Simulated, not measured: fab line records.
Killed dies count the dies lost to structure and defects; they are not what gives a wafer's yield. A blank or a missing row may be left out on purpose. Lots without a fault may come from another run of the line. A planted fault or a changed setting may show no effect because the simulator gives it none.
Which of the tools did it? | flow rit cmos | 45 wafers sampled from 15 lots at 1 step of a route of 202

WHAT EACH GAUGE READ, for each wafer
The record lacks any reading of a measuring or inspecting step that a usual standard deviation could be used to judge.

EACH LOT AND THE TOOL THAT RAN IT (in order: tool; ch and the chambers of the sampled wafers; start)
lot  | RIT_PSD_HARDBAKE_07
L424 | litho track-01 ch 0, day 3 04:00
L425 | litho track-01 ch 0, day 3 11:55
L427 | litho track-04 ch 0, day 3 20:48
L426 | litho track-01 ch 0, day 3 21:04
L428 | litho track-01 ch 0, day 3 22:30
L429 | litho track-04 ch 0, day 4 02:50
L433 | litho track-04 ch 0, day 5 02:37
L434 | litho track-01 ch 0, day 5 04:34
L435 | litho track-04 ch 0, day 5 11:32
L436 | litho track-04 ch 0, day 5 14:41
L438 | litho track-02 ch 0, day 5 23:05
L440 | litho track-01 ch 0, day 6 08:42
L441 | litho track-01 ch 0, day 6 16:31
L445 | litho track-02 ch 0, day 7 10:30
L447 | litho track-02 ch 0, day 7 19:37
- RIT_PSD_HARDBAKE_07: time 60 s.

AS READ BY THE TOOLS THEMSELVES (means over the sampled wafers that have a number; for cases with no such wafer, the mark the record gives instead)
RIT_PSD_HARDBAKE_07. Usual: heater power total W 62.55 W, standard deviation 0.048; plate temp C 140.00 C, standard deviation 0.15.
lot  | tool           | heater power total W (W) | plate temp C (C) | flag
L424 | litho track-01 | 62.57                    | 140.03           |
L425 | litho track-01 | 62.53                    | 140.14           |
L427 | litho track-04 | 62.58                    | 140.11           |
L426 | litho track-01 | 62.58                    | 140.20           |
L428 | litho track-01 | 62.55                    | 140.23           |
L429 | litho track-04 | 62.57                    | 139.88           |
L433 | litho track-04 | 63.62                    | 141.92           | OFF
L434 | litho track-01 | 62.50                    | 140.01           |
L435 | litho track-04 | 63.66                    | 141.93           | OFF
L436 | litho track-04 | 63.62                    | 142.08           | OFF
L438 | litho track-02 | 62.55                    | 139.93           |
L440 | litho track-01 | 62.57                    | 139.96           |
L441 | litho track-01 | 62.56                    | 139.90           |
L445 | litho track-02 | 62.59                    | 140.20           |
L447 | litho track-02 | 62.49                    | 139.95           |

THE ANSWER, worked out from the rows above alone
Rule: a lot is off if the mean of its wafers that have a number lies more than 3 standard deviations from the usual mean. Also off: a lot with no number at a reading for which 4 or more lots have one. Where the step has rows for the other lots, those lots are counted as sound. Order of review: gauges by route order, followed by the tools' own readings, for which a lot's mean as printed above is used. At the first step where some lot is off, the reading lying furthest off is the one used; lots without a number count as furthest.
Off: L433, L435, L436, at RIT_PSD_HARDBAKE_07 (heater power total W).
A tool fits if, at that step or a process step before it, it ran every lot that is off, and no sound lot after the first of them. One candidate fits, namely litho track-04 at RIT_PSD_HARDBAKE_07. Its last sound lot is L429 (day 4 02:50), its first lot that is off L433 (day 5 02:37): a fault that began between those two fits.
The tool's own readings at RIT_PSD_HARDBAKE_07 bear it out: on the lots that are off they differ by more than 5 times the standard deviation of the sound lots' means. heater power total W reads 63.63 W there against 62.55 W on the sound lots; plate temp C reads 141.98 C there against 140.04 C on the sound lots.

WHAT WAS PUT IN BY THE SIMULATOR
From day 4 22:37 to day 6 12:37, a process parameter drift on litho track-04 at RIT_PSD_HARDBAKE_07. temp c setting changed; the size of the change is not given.
Shown lots that were struck: L433, L435, L436. The rule above reached the same finding.
